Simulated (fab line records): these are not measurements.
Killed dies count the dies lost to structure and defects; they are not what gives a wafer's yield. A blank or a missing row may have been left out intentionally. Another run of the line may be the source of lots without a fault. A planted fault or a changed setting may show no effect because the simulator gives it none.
Code-filled problem report in 8D (eight disciplines) form / flow berkeley cmos170 / the parts of the form that need people (team, actions taken, sign-off) are left out

1. THE PROBLEM
Across 9 wafers from 3 lots, NSD_RS at UCB170_SDANNEAL_RS_MEAS_03 averages 36.89 ohm/sq, while fault-free wafers read 37.29 ohm/sq with a standard deviation of 0.073. Measured from the usual mean, that is -5.5 standard deviations.
The step: measures by four-point-probe.
First seen on wafer L684.2, day 9 22:34, on film metro-03. Wafers with a number at this step in the record: 42, from 14 lots. Rule for "out", or "out of limits": more than 4 standard deviations from the usual mean. The rest of the wafers with a number are treated as sound.

2. WHAT IT IS, WHAT IT ISN'T
question=which readings at this step | is=NSD_RS | is not=-
question=which lots | is=L684, L687, L689 | is not=L677, L678, L679, L680, L681, L690, L691, L693, L696, L698, L700
question=which wafers of those lots | is=all that have a number | is not=-
question=read on which gauges | is=film metro-03, film metro-04 | is not=film metro-01
question=when | is=from day 9 22:34 | is not=up to then (15 sound wafers); but 18 sound wafers of L690, L691, L693, L696, L698, L700 came after

3. WHAT RULES OUT EACH SUSPECT
Counting: a tool stays on the suspect list if, at a process step up to the reading, it processed all lots that are out and no sound lot following the first of them.
- the gauge at UCB170_SDANNEAL_RS_MEAS_03 has been ruled out. Those wafers that are out were read across 2 gauges (film metro-03, film metro-04).
- implanter-02 at UCB170_NSD_IMPLANT_08: kept. All lots that are out passed through it, beginning with L684 at day 9 21:07, and no sound lot followed; its final sound lot before that point was L680 at day 8 12:58. Its own beam energy keV readings are out on those wafers.
The count leaves implanter-02 at UCB170_NSD_IMPLANT_08.

4. THE CAUSE (what the simulator had put in)
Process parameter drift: implanter-02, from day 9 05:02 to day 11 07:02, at UCB170_NSD_IMPLANT_08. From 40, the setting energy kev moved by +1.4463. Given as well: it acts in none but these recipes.
This tool alone remained once counting was done.

5. THE EFFECT CHAIN, in route order
Each row: a reading whose mean over the struck wafers that have a number lies more than 3 standard deviations from the usual. Only readings whose record carries a usual standard deviation are examined. hours: median over the lots of the time between each lot's start at the first step of this table that gives one and its start at this step. sigmas: the change, counted in usual standard deviations.
hours=0; step=UCB170_NSD_IMPLANT_08; reading=beam energy keV; usual=39.998; on struck wafers=41.445; change=+1.447; sigmas=+99 or more
hours=0; step=UCB170_NSD_STRIP_09; reading=strip time to endpoint s; usual=35.88 s; on struck wafers=36.41; change=+0.53; sigmas=+7.3
hours=1; step=UCB170_SDANNEAL_RS_MEAS_03; reading=NSD_RS; usual=37.29 ohm/sq; on struck wafers=36.89; change=-0.40; sigmas=-5.5
Here are the process steps it includes:
- UCB170_NSD_IMPLANT_08
- UCB170_NSD_STRIP_09: strips in O2.

6. WHAT WOULD HAVE CAUGHT IT SOONER
18 hours passed between the start of the fault at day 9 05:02 and the first reading out of limits at a measuring or inspecting step in this record, taken at day 9 22:34.
The tool's own readings at UCB170_NSD_IMPLANT_08 were out on every struck wafer that the step has a row for (beam energy keV): an alarm limit on them would have fired on the first of those.
Among the 3 lots that are out, L687, L689 began UCB170_NSD_IMPLANT_08 on implanter-02 after day 9 22:34. A hold on the tool at that time would have spared those 2.
